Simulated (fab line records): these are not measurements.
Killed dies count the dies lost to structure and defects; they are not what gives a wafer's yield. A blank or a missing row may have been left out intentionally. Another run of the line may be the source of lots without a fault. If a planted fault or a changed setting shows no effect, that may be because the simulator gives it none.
Chamber matching | flow berkeley-cmos170 | UCB170_GATE_ETCH_15 on rie-si-02 has 4 sister chambers
The step etches poly-Si in HBr/Cl2, stops on SiO2, time 56.3 s, target depth 278.2 nm. 14 wafers are shown with their chamber, then 7 later ones without.

== WAFERS, EACH WITH ITS CHAMBER ==
wafer  | chamber | drypump-motor-current-A (A) | throttle-valve-pct (%) | oes-product-au (a.u.)
L554.1 | 1       | 5.2                         | 26.34                  | 0.810
L554.2 | 3       | 4.8                         | 26.43                  | 0.844
L554.5 | 3       | 4.8                         | 26.42                  | 0.840
L553.1 | 3       | 4.8                         | 26.42                  | 0.842
L553.4 | 3       | 4.8                         | 26.41                  | 0.853
L553.5 | 1       | 5.2                         | 26.32                  | 0.822
L556.2 | 2       | 5.8                         | 26.47                  | 0.840
L556.3 | 0       | 5.6                         | 26.17                  | 0.824
L556.5 | 1       | 5.2                         | 26.33                  | 0.804
L557.3 | 3       | 4.8                         | 26.44                  | 0.843
L557.4 | 3       | 4.8                         | 26.45                  | 0.839
L557.5 | 0       | 5.7                         | 26.18                  | 0.840
L559.1 | 3       | 4.8                         | 26.42                  | 0.854
L559.4 | 3       | 4.8                         | 26.43                  | 0.855

SIGNATURES, as means of the wafers listed above
reading                 | chamber 0 | chamber 1 | chamber 2 | chamber 3 | scatter within a chamber
drypump-motor-current-A | 5.650     | 5.200     | 5.800     | 4.800     | 0.0224
throttle-valve-pct      | 26.1750   | 26.3300   | 26.4700   | 26.4275   | 0.0118
oes-product-au          | 0.83200   | 0.81200   | 0.84000   | 0.84625   | 0.00777
Rule: distance of a wafer from a chamber = root of the sum over the readings of ((wafer's reading minus chamber's mean) / reading's scatter) squared. If the next closest chamber is less than 2 further off than the closest, the wafer can't be placed; otherwise it belongs to the closest. The scatter: the root of (the sum of the squares of (reading less its chamber's mean) over the shown wafers, divided by (wafers less chambers)).

== WAFERS WITH NO CHAMBER GIVEN ==
wafer  | drypump-motor-current-A (A) | throttle-valve-pct (%) | oes-product-au (a.u.)
L559.6 | 5.7                         | 26.47                  | 0.852
L563.2 | 5.8                         | 26.46                  | 0.854
L563.3 | 5.2                         | 26.21                  | 0.850
L563.6 | 4.8                         | 26.42                  | 0.855
L574.1 | 5.2                         | 26.23                  | 0.835
L574.3 | 5.8                         | 26.46                  | 0.842
L574.6 | 5.6                         | 26.18                  | 0.830

== THE CHAMBER EACH PASSED THROUGH ==
wafer  | from the rows above | in truth
L559.6 | 2                   | 2
L563.2 | 2                   | 2
L563.3 | 1                   | 1
L563.6 | 3                   | 3
L574.1 | 1                   | 1
L574.3 | 2                   | 2
L574.6 | 0                   | 0
Correctly placed: 7 of 7. From these rows, 0 cannot be placed. Number placed wrongly: 0.
